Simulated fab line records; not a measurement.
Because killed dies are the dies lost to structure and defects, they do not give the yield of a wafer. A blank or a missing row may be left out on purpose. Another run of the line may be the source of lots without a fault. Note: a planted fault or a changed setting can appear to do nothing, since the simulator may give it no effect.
Struck lot and sound lot, side by side || flow ritCmos || 15 steps out of a route of 202
Sound: the wafers L551.2, L551.3, L551.6. Struck: wafers L544.2, L544.3, L544.6. The cause comes at the end.
Order at every step that has rows: each side's tool, ch and its chambers, its first start. Under that, the readings that differ: sound wafers || struck wafers || difference of the means || sigmas: that difference in standard deviations of wafers without a fault.
alike: words and numbers the same on both sides, and readings whose means are apart by under 2 such deviations; not compared: readings that were withheld, readings missing a value for some wafer, numbers with overlapping values and no deviation given by the record, and bounds like >300 which may hide the same value.
The two part at a step that has a row with sigmas, a row that says differs or no value, or rows on one side only. Non-overlapping numbers with no deviation appear without sigmas and do not part them. A reading missing from all wafers of one side parts the sides only when that side holds two or more wafers.

first, 1 step without rows for these wafers: RIT_ACTIVE_OXIDATION_01 (target thk 46.8 nm, ox time 3360 s).
RIT_ACTIVE_THK_MEAS_02:
  struck on filmMetro-01, day 3 14:04; sound on filmMetro-03, day 5 01:04
  alike: ACTIVE_OXIDE_THK
then, 1 step without rows for these wafers: RIT_ACTIVE_CVD_03 (deposits Si3N4 from SiH2Cl2/NH3, target thk 150 nm, time 1500 s).
RIT_ACTIVE_THK_MEAS_04:
  struck on filmMetro-03, day 3 15:32; sound on filmMetro-04, day 5 02:34
  alike: ACTIVE_NITRIDE_THK
then, 6 steps without rows for these wafers: RIT_ACTIVE_HMDS_05 (prime time 60 s); RIT_ACTIVE_COAT_06 (resist thk 1000 nm); RIT_ACTIVE_SOFTBAKE_07 (time 60 s); RIT_ACTIVE_EXPOSE_08 (exposes mask M1, target cd 1400 nm); RIT_ACTIVE_PEB_09; RIT_ACTIVE_DEVELOP_10 (develop time 50 s).
RIT_ACTIVE_CD_MEAS_11 targets a cd of 1400 nm.
  struck on cdSem-02, day 3 16:35; sound on cdSem-01, day 5 03:37
  alike: cdNm
then, 1 step without rows for these wafers: RIT_ACTIVE_HARDBAKE_12 (time 60 s).
RIT_ACTIVE_ETCH_13: etches Si3N4 in SF6, stops on SiO2, time 210 s, target depth 210 nm.
  sound on rieDiel-04 ch 0,1,2, day 5 03:52; struck on rieDiel-03 ch 0,3, day 3 16:50
{"reading": "chamberPressureMTorr (mTorr)", "sound": "260.04 260.25 259.88", "struck": "311.74 311.78 311.82", "difference": "+51.72", "sigmas": "+99 or more"}
  alike: drypumpMotorCurrentA, oesProductAu, throttleValvePct
  not compared: rfHoursCounterH
RIT_ACTIVE_STRIP_14: strips in O2, time 180 s.
  sound on plasmaAsher-03 ch 0,1, day 5 04:00; struck on plasmaAsher-03 ch 1, day 3 16:58
  alike: chamberPressureMTorr, drypumpMotorCurrentA, rfReflPowerW
  not compared: rfHoursCounterH
RIT_M1_PROBE_99:
  struck on prober-01, day 5 11:17; sound on prober-02, day 6 23:12
  alike: killedAtContacts, killedAtFrontEnd, killedDies, killedOnRim, killedOpen, killedShort

## WHERE THEY PART
At RIT_ACTIVE_ETCH_13 and nowhere else, as far as this record goes. Later steps at which nothing parts them and some readings are alike: RIT_ACTIVE_STRIP_14, RIT_M1_PROBE_99.

WHY: what the simulator had put in
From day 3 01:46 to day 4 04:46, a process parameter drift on rieDiel-03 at RIT_ACTIVE_ETCH_13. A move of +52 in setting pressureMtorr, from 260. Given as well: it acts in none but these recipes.
